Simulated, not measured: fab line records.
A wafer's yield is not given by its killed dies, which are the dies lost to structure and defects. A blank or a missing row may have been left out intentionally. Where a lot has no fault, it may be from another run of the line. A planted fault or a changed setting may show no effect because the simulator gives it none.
Which tool was responsible?	flow berkeley-cmos170	7 lots with 21 wafers sampled at 2 steps, on a route of 331 steps

## WHAT THE GAUGES SHOWED, per wafer
UCB170_SPACER_THK_MEAS_01.
lot	measured	on	SPACER_TEOS_THK (nm)
L378	day 7 07:12	film-metro-01	376 381 383
L377	day 7 07:56	film-metro-02	365 376 372
L380	day 8 03:08	film-metro-02	370 380 379
L384	day 8 14:38	film-metro-02	372 375 384
L385	day 8 15:10	film-metro-01	372 375 377
L391	day 9 17:25	film-metro-01	371 379 374
L397	day 11 05:43	film-metro-03	410 418 424

## WHICH TOOL RAN EACH LOT (tool, then ch and the chambers of the sampled wafers, then the start)
lot	UCB170_SPACER_CVD_00
L378	pecvd-02 ch 1,2, day 7 07:08
L377	pecvd-03 ch 1,2, day 7 07:53
L380	pecvd-04 ch 0,1,2, day 8 03:06
L384	pecvd-02 ch 0,1,2, day 8 14:35
L385	pecvd-03 ch 0,2, day 8 15:07
L391	pecvd-03 ch 0,1,2, day 9 17:22
L397	pecvd-02 ch 0,2, day 11 05:40
- UCB170_SPACER_CVD_00: deposits SiO2 from TEOS/O2, target thk 376 nm, time 47 s.

## THE ANSWER, worked out from the rows above alone
Rule: usual is defined by the lots themselves. The widest of any qualifying gaps counts: lots, ordered by their means at a reading, are off when they make up no more than a third of the lots, leave a main group of 4 or more, and stand apart from it by 3 or more times the standard deviation of that group's means. A main group whose means are all the same, to the digits that the tables above print for the reading, isn't used. Also off: a lot with no number at a reading for which 4 or more lots have one. The other lots that the step has rows for count as sound.
Off: L397, seen at UCB170_SPACER_THK_MEAS_01 (SPACER_TEOS_THK). The main group has a mean of 376 nm with a standard deviation of 2.7.
A tool fits if, at a process step before that reading, it ran every lot that is off, and no sound lot after the first of them. Those tools and the gauges at UCB170_SPACER_THK_MEAS_01 are tried in the same way. This does not decide it: 2 tools fit, namely pecvd-02 at UCB170_SPACER_CVD_00 and film-metro-03 at UCB170_SPACER_THK_MEAS_01.

## WHAT THE SIMULATOR HAD INSERTED
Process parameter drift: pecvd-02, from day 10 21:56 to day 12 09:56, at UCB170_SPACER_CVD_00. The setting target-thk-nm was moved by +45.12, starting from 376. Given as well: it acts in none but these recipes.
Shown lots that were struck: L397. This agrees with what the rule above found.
